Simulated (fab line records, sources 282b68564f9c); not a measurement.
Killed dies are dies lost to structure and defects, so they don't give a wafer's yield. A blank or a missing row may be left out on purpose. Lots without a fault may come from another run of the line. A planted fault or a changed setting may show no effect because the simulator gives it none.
Which tool did it? | flow rit_cmos | 7 lots, 21 wafers sampled, at 3 steps of a route of 202

WHAT THE GAUGES READ, wafer by wafer
RIT_FOX2_THK_MEAS_01.
lot  | measured    | on            | FOX2_OXIDE_THK (nm)
L215 | day 2 02:36 | film_metro-01 | 352 353 357
L217 | day 2 10:56 | film_metro-01 | 346 346 345
L222 | day 3 19:17 | film_metro-01 | 346 345 344
L224 | day 4 02:41 | film_metro-03 | 351 345 349
L228 | day 4 17:32 | film_metro-03 | 357 350 361
L235 | day 6 05:22 | film_metro-03 | 346 343 347
L237 | day 6 14:06 | film_metro-01 | 268 271 267

WHICH TOOL RAN EACH LOT (tool, then ch and the chambers of the sampled wafers, then the start)
lot  | RIT_ACTIVE_STRIP_14                 | RIT_FOX2_OXIDATION_00
L215 | plasma_asher-01 ch 0,1, day 1 21:53 | furnace-04 ch 0, day 2 01:16
L217 | plasma_asher-02 ch 0,1, day 2 06:47 | furnace-04 ch 0, day 2 09:36
L222 | plasma_asher-02 ch 1, day 3 08:52   | furnace-03 ch 0, day 3 17:58
L224 | plasma_asher-01 ch 0,1, day 3 23:02 | furnace-01 ch 0, day 4 01:22
L228 | plasma_asher-02 ch 0,1, day 4 13:01 | furnace-03 ch 0, day 4 16:13
L235 | plasma_asher-03 ch 0,1, day 6 00:02 | furnace-01 ch 0, day 6 04:03
L237 | plasma_asher-02 ch 0,1, day 6 09:50 | furnace-03 ch 0, day 6 12:47
- RIT_ACTIVE_STRIP_14: strips in O2, time 180 s.
- RIT_FOX2_OXIDATION_00: target thk 350.7 nm, ox time 1130 s.

THE ANSWER, worked out from the rows above alone
Rule: what is usual is taken from the lots themselves. Put in order of their means at a reading, lots are off if they are a third of the lots or fewer, leave a main group of 4 or more, and stand apart from it by a gap of 3 or more times the standard deviation of the main group's means; of several such gaps the widest counts. A main group whose means are all the same, to the digits that the tables above print for the reading, isn't used. A lot without any number at a reading at which 4 lots or more have one is off too. The other lots that the step has rows for count as sound.
Off: L237, at RIT_FOX2_THK_MEAS_01 (FOX2_OXIDE_THK). The main group: mean 349 nm, standard deviation 4.4.
A tool fits if, at a process step before that reading, it ran every lot that is off, and no sound lot after the first of them. The gauges at RIT_FOX2_THK_MEAS_01 are tried like those tools. Can't be told from this: 3 tools fit, plasma_asher-02 at RIT_ACTIVE_STRIP_14, furnace-03 at RIT_FOX2_OXIDATION_00, film_metro-01 at RIT_FOX2_THK_MEAS_01.

WHAT THE SIMULATOR HAD PUT IN
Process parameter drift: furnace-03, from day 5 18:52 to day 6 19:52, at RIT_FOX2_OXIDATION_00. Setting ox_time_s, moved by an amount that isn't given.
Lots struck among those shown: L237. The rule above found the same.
